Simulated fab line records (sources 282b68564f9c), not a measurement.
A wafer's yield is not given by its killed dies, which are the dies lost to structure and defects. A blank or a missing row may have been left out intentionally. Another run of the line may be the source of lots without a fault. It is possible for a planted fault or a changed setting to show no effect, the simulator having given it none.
Which tool did it? || flow rit cmos || Sampling: 15 lots, 45 wafers, 2 of 202 route steps

== WHAT THE GAUGES READ, wafer by wafer ==
Not one reading of a measure or inspect step in the record can be checked against a usual standard deviation.

== EACH LOT AND THE TOOL THAT RAN IT (in order: tool; ch and the chambers of the sampled wafers; start) ==
{"lot": "L178", "RIT_PRETRO_IMPLANT_08": "implanter-03 ch 0, day 2 23:06", "RIT_M1_PROBE_99": "-"}
{"lot": "L179", "RIT_PRETRO_IMPLANT_08": "implanter-03 ch 0, day 3 05:23", "RIT_M1_PROBE_99": "-"}
{"lot": "L180", "RIT_PRETRO_IMPLANT_08": "implanter-03 ch 0, day 3 10:53", "RIT_M1_PROBE_99": "prober-01, day 4 17:45"}
{"lot": "L181", "RIT_PRETRO_IMPLANT_08": "implanter-02 ch 0, day 3 11:01", "RIT_M1_PROBE_99": "-"}
{"lot": "L183", "RIT_PRETRO_IMPLANT_08": "implanter-02 ch 0, day 3 18:50", "RIT_M1_PROBE_99": "prober-01, day 4 22:15"}
{"lot": "L182", "RIT_PRETRO_IMPLANT_08": "implanter-01 ch 0, day 3 19:19", "RIT_M1_PROBE_99": "prober-02, day 5 00:14"}
{"lot": "L184", "RIT_PRETRO_IMPLANT_08": "implanter-01 ch 0, day 3 22:46", "RIT_M1_PROBE_99": "prober-02, day 5 06:34"}
{"lot": "L188", "RIT_PRETRO_IMPLANT_08": "implanter-03 ch 0, day 4 12:05", "RIT_M1_PROBE_99": "prober-01, day 5 18:19"}
{"lot": "L189", "RIT_PRETRO_IMPLANT_08": "implanter-02 ch 0, day 4 20:01", "RIT_M1_PROBE_99": "prober-02, day 5 22:55"}
{"lot": "L190", "RIT_PRETRO_IMPLANT_08": "implanter-02 ch 0, day 5 00:24", "RIT_M1_PROBE_99": "-"}
{"lot": "L191", "RIT_PRETRO_IMPLANT_08": "implanter-02 ch 0, day 5 03:55", "RIT_M1_PROBE_99": "-"}
{"lot": "L195", "RIT_PRETRO_IMPLANT_08": "implanter-03 ch 0, day 5 22:32", "RIT_M1_PROBE_99": "-"}
{"lot": "L198", "RIT_PRETRO_IMPLANT_08": "implanter-03 ch 0, day 6 12:58", "RIT_M1_PROBE_99": "prober-01, day 7 16:58"}
{"lot": "L199", "RIT_PRETRO_IMPLANT_08": "implanter-03 ch 0, day 7 00:31", "RIT_M1_PROBE_99": "-"}
{"lot": "L201", "RIT_PRETRO_IMPLANT_08": "implanter-01 ch 0, day 7 06:41", "RIT_M1_PROBE_99": "-"}
- RIT_PRETRO_IMPLANT_08
- RIT_M1_PROBE_99

== WHAT THE TOOLS THEMSELVES READ (means of the sampled wafers that have a number; where no wafer has one, the mark that the record gives instead) ==
RIT_PRETRO_IMPLANT_08. Usual: dose ions cm2 1.2001e+13, standard deviation 1.2e+10.
{"lot": "L178", "tool": "implanter-03", "dose ions cm2": 1.2001e+13, "flag": ""}
{"lot": "L179", "tool": "implanter-03", "dose ions cm2": 1.1998e+13, "flag": ""}
{"lot": "L180", "tool": "implanter-03", "dose ions cm2": 1.1999e+13, "flag": ""}
{"lot": "L181", "tool": "implanter-02", "dose ions cm2": 1.2006e+13, "flag": ""}
{"lot": "L183", "tool": "implanter-02", "dose ions cm2": 1.2001e+13, "flag": ""}
{"lot": "L182", "tool": "implanter-01", "dose ions cm2": 1.2003e+13, "flag": ""}
{"lot": "L184", "tool": "implanter-01", "dose ions cm2": 1.2001e+13, "flag": ""}
{"lot": "L188", "tool": "implanter-03", "dose ions cm2": 1.2015e+13, "flag": ""}
{"lot": "L189", "tool": "implanter-02", "dose ions cm2": 1.2406e+13, "flag": "OFF"}
{"lot": "L190", "tool": "implanter-02", "dose ions cm2": 1.2403e+13, "flag": "OFF"}
{"lot": "L191", "tool": "implanter-02", "dose ions cm2": 1.2405e+13, "flag": "OFF"}
{"lot": "L195", "tool": "implanter-03", "dose ions cm2": 1.1998e+13, "flag": ""}
{"lot": "L198", "tool": "implanter-03", "dose ions cm2": 1.2011e+13, "flag": ""}
{"lot": "L199", "tool": "implanter-03", "dose ions cm2": 1.2001e+13, "flag": ""}
{"lot": "L201", "tool": "implanter-01", "dose ions cm2": 1.1995e+13, "flag": ""}

RIT_M1_PROBE_99. Usual: killed_at_M0_to_M3 0.0, standard deviation 0.14; killed at front end 7.3, standard deviation 2.8; killed dies 7.3, standard deviation 2.8; killed open 3.8, standard deviation 1.9; killed short 3.5, standard deviation 1.8.
{"lot": "L180", "tool": "prober-01", "killed_at_M0_to_M3": 0.3, "killed at front end": 6.0, "killed dies": 6.3, "killed open": 3.7, "killed short": 2.7, "flag": ""}
{"lot": "L183", "tool": "prober-01", "killed_at_M0_to_M3": 1.0, "killed at front end": 6.0, "killed dies": 7.0, "killed open": 3.0, "killed short": 4.0, "flag": "OFF"}
{"lot": "L182", "tool": "prober-02", "killed_at_M0_to_M3": 0.0, "killed at front end": 7.7, "killed dies": 7.7, "killed open": 5.0, "killed short": 2.3, "flag": ""}
{"lot": "L184", "tool": "prober-02", "killed_at_M0_to_M3": 0.0, "killed at front end": 9.0, "killed dies": 9.0, "killed open": 3.0, "killed short": 6.0, "flag": ""}
{"lot": "L188", "tool": "prober-01", "killed_at_M0_to_M3": 0.0, "killed at front end": 7.7, "killed dies": 7.7, "killed open": 2.7, "killed short": 5.0, "flag": ""}
{"lot": "L189", "tool": "prober-02", "killed_at_M0_to_M3": 0.0, "killed at front end": 9.0, "killed dies": 9.0, "killed open": 5.3, "killed short": 3.7, "flag": ""}
{"lot": "L198", "tool": "prober-01", "killed_at_M0_to_M3": 0.0, "killed at front end": 9.0, "killed dies": 9.0, "killed open": 5.0, "killed short": 4.0, "flag": ""}

== THE ANSWER, worked out from the rows above alone ==
Rule: lot off if the mean of its wafers having a number is beyond 3 standard deviations from the usual mean. Also off: a lot with no number at a reading for which 4 or more lots have one. Any other lot the step has rows for is counted as sound. Order of review: gauges by route order, followed by the tools' own readings, for which a lot's mean as printed above is used. The first step at which some lot is off is used, and at that step the reading that is off furthest; a lot without a number counts as furthest.
Off, at RIT_PRETRO_IMPLANT_08 on dose ions cm2: L189, L190, L191.
If a tool, at that step or one of the process steps before it, ran each lot that is off and ran no sound lot following the first of them, it fits. One candidate fits, namely implanter-02 at RIT_PRETRO_IMPLANT_08. A fault onset in the window from L183 (day 3 18:50, its last sound lot) to L189 (day 4 20:01, its first lot off) fits.
The tool's own readings at RIT_PRETRO_IMPLANT_08 bear it out: on the lots that are off they differ by more than 5 times the standard deviation of the sound lots' means. dose ions cm2 reads 1.2405e+13 there against 1.2002e+13 on the sound lots.

== WHAT THE SIMULATOR HAD INSERTED ==
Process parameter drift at RIT_PRETRO_IMPLANT_08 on implanter-02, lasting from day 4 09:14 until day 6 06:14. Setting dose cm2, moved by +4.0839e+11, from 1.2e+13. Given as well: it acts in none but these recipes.
Lots struck among those shown: L189, L190, L191. The rule above found the same.
